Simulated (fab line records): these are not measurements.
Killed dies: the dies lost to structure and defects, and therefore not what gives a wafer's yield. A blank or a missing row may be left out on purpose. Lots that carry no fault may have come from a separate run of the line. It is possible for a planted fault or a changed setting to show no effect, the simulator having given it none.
Code-filled problem report in 8D (eight disciplines) form :: flow ritCmos :: the parts of the form that need people (team, actions taken, sign-off) are left out

== 1. THE ISSUE ==
Wafers free of any fault read 115.96 ohm/sq (standard deviation 0.28) for PSD_RS at RIT_SDANNEAL_RS_MEAS_04, against a mean of 144.61 ohm/sq on 6 wafers of 2 lots. So: +99 or more standard deviations from the usual mean.
The step: measures by four-point-probe.
Earliest sighting: wafer L366.2 on filmMetro-03 at day 5 08:18. Wafers with a number at this step in the record: 39, from 13 lots. Rule for "out" (also "out of limits"): further than 4 standard deviations from the usual mean. The other wafers with a number count as sound.

== 2. WHAT IT IS; WHAT IT IS NOT ==
question: which readings at this step
is: PSD_RS
is not: -

question: which lots
is: L366, L368
is not: L355, L356, L357, L358, L359, L360, L362, L371, L374, L376, L378

question: which wafers of those lots
is: all that have a number
is not: -

question: read on which gauges
is: filmMetro-03, filmMetro-04
is not: filmMetro-01

question: when
is: from day 5 08:18
is not: up to then (21 sound wafers); but 12 sound wafers of L371, L374, L376, L378 came after

== 3. WHAT RULES OUT EACH SUSPECT ==
Counting: a tool at a process step up to the reading stays a suspect if it ran every lot that is out and no sound lot after the first of them.
- the gauge at RIT_SDANNEAL_RS_MEAS_04 is ruled out. The wafers that are out were read on 2 gauges (filmMetro-03, filmMetro-04).
- plasmaAsher-02 at RIT_PRETRO_STRIP_09 (strips in O2, time 180 s): ruled out as a lasting fault. Sound lots L378 ran on it after its first lot that is out, L366 (day 4 13:59).
- rtpAnneal-01 at RIT_SDANNEAL_RTA_03 (time 5 s): kept. Every lot that is out went through it, starting with L366 (day 5 08:14), and after that it ran no sound lot; the last sound lot it ran before then is L362 (day 4 12:10). Out on those wafers are its own readings of wafer_temp_C_max.
After counting, what remains is rtpAnneal-01 at RIT_SDANNEAL_RTA_03.

== 4. THE CAUSE (what the simulator had put in) ==
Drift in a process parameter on rtpAnneal-01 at RIT_SDANNEAL_RTA_03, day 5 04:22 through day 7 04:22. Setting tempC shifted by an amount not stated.
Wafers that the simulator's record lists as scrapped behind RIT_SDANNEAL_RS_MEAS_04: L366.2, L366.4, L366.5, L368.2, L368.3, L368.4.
The count eliminated every tool but this one.

== 5. THE EFFECT CHAIN, in route order ==
Each row: a reading where the mean over the struck wafers with a number is more than 3 standard deviations away from the usual. Readings are gone through only where the record gives a usual standard deviation; hours: the median, over the lots, of the time from a lot's start at the first step in this table giving one to that lot's start at this step; sigmas: the change measured in usual standard deviations.
hours: 0
step: RIT_SDANNEAL_RTA_03
reading: wafer_temp_C_max
usual: 1053.6
on struck wafers: 1013.1
change: -40.5
sigmas: -34

hours: 0
step: RIT_SDANNEAL_RS_MEAS_04
reading: PSD_RS
usual: 115.96 ohm/sq
on struck wafers: 144.61
change: +28.65
sigmas: +99 or more
Its process steps:
- RIT_SDANNEAL_RTA_03: time 5 s.

== 6. HOW IT WOULD HAVE BEEN CAUGHT EARLIER ==
Counted from the fault's start at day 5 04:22, it took 4 hours until the first out-of-limits reading at a measuring or inspecting step in this record, taken at day 5 08:18.
The tool's own readings at RIT_SDANNEAL_RTA_03 were out on every struck wafer that the step has a row for (wafer_temp_C_max): an alarm limit on them would have fired on the first of those.
Of the lots that are out (2), L368 began RIT_SDANNEAL_RTA_03 on rtpAnneal-01 after day 5 08:18. A tool hold placed at that time would have kept it from harm.
